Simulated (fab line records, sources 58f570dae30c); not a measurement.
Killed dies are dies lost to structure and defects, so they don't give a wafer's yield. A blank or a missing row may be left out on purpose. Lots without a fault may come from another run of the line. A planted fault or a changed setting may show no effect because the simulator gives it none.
A struck lot beside a sound one | flow berkeley_cmos170 | 26 steps out of a route of 331
Sound: wafers L745.1, L745.3, L745.5. Struck: wafer L730.4. (L730.1, L730.6 of the same lot were not struck and are left out.) The cause comes at the end.
At each step with rows: each side's tool, then ch and its chambers, then its first start. Under that, the readings that differ: sound wafers | struck wafers | difference of the means | sigmas: that difference in standard deviations of wafers without a fault.
alike: readings whose means differ by less than 2 such deviations, and words and numbers that are the same on both sides. not compared: withheld readings, readings that some wafer has no value for, bounds like >300 that may hide the same value, and numbers for which the record gives no deviation and whose values overlap.
The two part at a step that has a row with sigmas, a row that says differs or no value, or rows on one side only. Numbers that don't overlap but have no deviation are shown without sigmas and don't part them. A reading that every wafer of one side lacks parts them only if that side has two wafers or more.

first, 3 steps without rows for these wafers: UCB170_M1_EXPOSE_06 (exposes mask METAL1, target cd 700 nm); UCB170_M1_PEB_07; UCB170_M1_DEVELOP_08 (develop time 45 s).
UCB170_M1_CD_MEAS_09: target cd 700 nm.
  sound on cd_sem-02, day 11 15:31; struck on cd_sem-02, day 8 00:14
  alike: cd_nm
UCB170_M1_OVL_MEAS_10:
  sound on overlay-02, day 11 15:38; struck on overlay-02, day 8 00:21
  alike: M1_OVL
UCB170_M1_ETCH_11: etches BARC in N2/H2.
  sound on rie_diel-02 ch 2,3, day 11 15:40; struck on rie_diel-02 ch 3, day 8 00:23
  alike: bias_w, drypump_motor_current_A, oes_product_au, throttle_valve_pct
UCB170_M1_METAL_ETCH_12: etches Al in Cl2/BCl3, stops on PSG, target depth 780 nm, time 130 s.
  sound on rie_metal-03 ch 0,1, day 11 15:43; struck on rie_metal-02 ch 1, day 8 00:26
  alike: bcl3_flow_sccm, bias_w, drypump_motor_current_A, oes_product_au, throttle_valve_pct
  not compared: rf_hours_counter_h
UCB170_M1_STRIP_13: strips in O2.
  sound on plasma_asher-01 ch 0,1, day 11 15:50; struck on plasma_asher-01 ch 1, day 8 00:34
  alike: drypump_motor_current_A, oes_product_au
  not compared: rf_hours_counter_h
UCB170_M1_CD_MEAS_90: target cd 700 nm.
  sound on cd_sem-01, day 11 15:56; struck on cd_sem-02, day 8 00:43
  alike: cd_nm
then, 1 step without rows for these wafers: UCB170_M1_ANNEAL_14 (time 1200 s).
UCB170_V1_CVD_00: deposits SiO2 from TEOS/O2, target thk 2000 nm, time 250 s.
  sound on pecvd-04 ch 0,1, day 11 20:44; struck on pecvd-04 ch 1, day 8 03:12
  alike: heater_power_w
UCB170_V1_THK_MEAS_01:
  sound on film_metro-04, day 11 20:53; struck on film_metro-04, day 8 03:21
  alike: V1_TEOS_THK
UCB170_V1_CMP_02: polishes SiO2.
  sound on cmp-01 ch 1,2,3, day 11 21:02; struck on cmp-01 ch 0, day 8 03:40
  reading                             | sound           | struck | difference | sigmas
  model.SiO2_of_V1_CVD_00.thk_nm (nm) | 1000 1000 998.4 | 1354   | +355       |
  alike: motor_current_A, slurry_filter_dp_kPa
UCB170_V1_BOW_MEAS_03:
  sound on film_metro-02, day 11 21:14; struck on film_metro-01, day 8 03:53
  alike: V1_BOW
UCB170_V1_THK_MEAS_04:
  sound on film_metro-02, day 11 21:22; struck on film_metro-01, day 8 04:01
  reading              | sound             | struck | difference | sigmas
  V1_POLISHED_THK (nm) | 999.7 999.3 998.9 | 1353.6 | +354.3     | +99 or more
then, 7 steps without rows for these wafers: UCB170_V1_CLEAN_05 (cleans in DIW); UCB170_V1_HMDS_06 (prime time 60 s); UCB170_V1_COAT_07 (resist thk 900 nm); UCB170_V1_SOFTBAKE_08 (time 60 s); UCB170_V1_EXPOSE_09 (exposes mask VIA1, target cd 700 nm); UCB170_V1_PEB_10; UCB170_V1_DEVELOP_11 (develop time 47.2 s).
UCB170_V1_CD_MEAS_12: target cd 700 nm.
  sound on cd_sem-01, day 11 23:15; struck on cd_sem-02, day 8 07:01
  alike: cd_nm
UCB170_V1_OVL_MEAS_13:
  sound on overlay-01, day 11 23:22; struck on overlay-01, day 8 07:08
  alike: V1_OVL
UCB170_V1_ETCH_14: etches SiO2 in CHF3/CF4/Ar, stops on Al, target depth 1250 nm, time 291 s.
  sound on rie_diel-03 ch 0,1, day 11 23:24; struck on rie_diel-03 ch 0, day 8 07:10
  reading                        | sound             | struck | difference | sigmas
  oes_product_au (a.u.)          | 0.893 0.884 0.848 | 0.976  | +0.101     | +8
  model.etch.depth_nm (nm)       | 1000 1000 998.4   | 1250   | +251       |
  model.V1.feature_depth_nm (nm) | 1000 1000 998.7   | 1250   | +250       |
  alike: drypump_motor_current_A, throttle_valve_pct
  not compared: rf_hours_counter_h
UCB170_V1_STRIP_15: strips in O2.
  sound on plasma_asher-01 ch 0,1, day 11 23:40; struck on plasma_asher-01 ch 1, day 8 07:20
  alike: drypump_motor_current_A, oes_product_au, strip_time_to_endpoint_s
  not compared: rf_hours_counter_h

WHERE THEY PART
First at UCB170_V1_THK_MEAS_04; last, within this record, at UCB170_V1_ETCH_14. Later steps at which nothing parts them and some readings are alike: UCB170_V1_STRIP_15.

WHY: what the simulator had put in
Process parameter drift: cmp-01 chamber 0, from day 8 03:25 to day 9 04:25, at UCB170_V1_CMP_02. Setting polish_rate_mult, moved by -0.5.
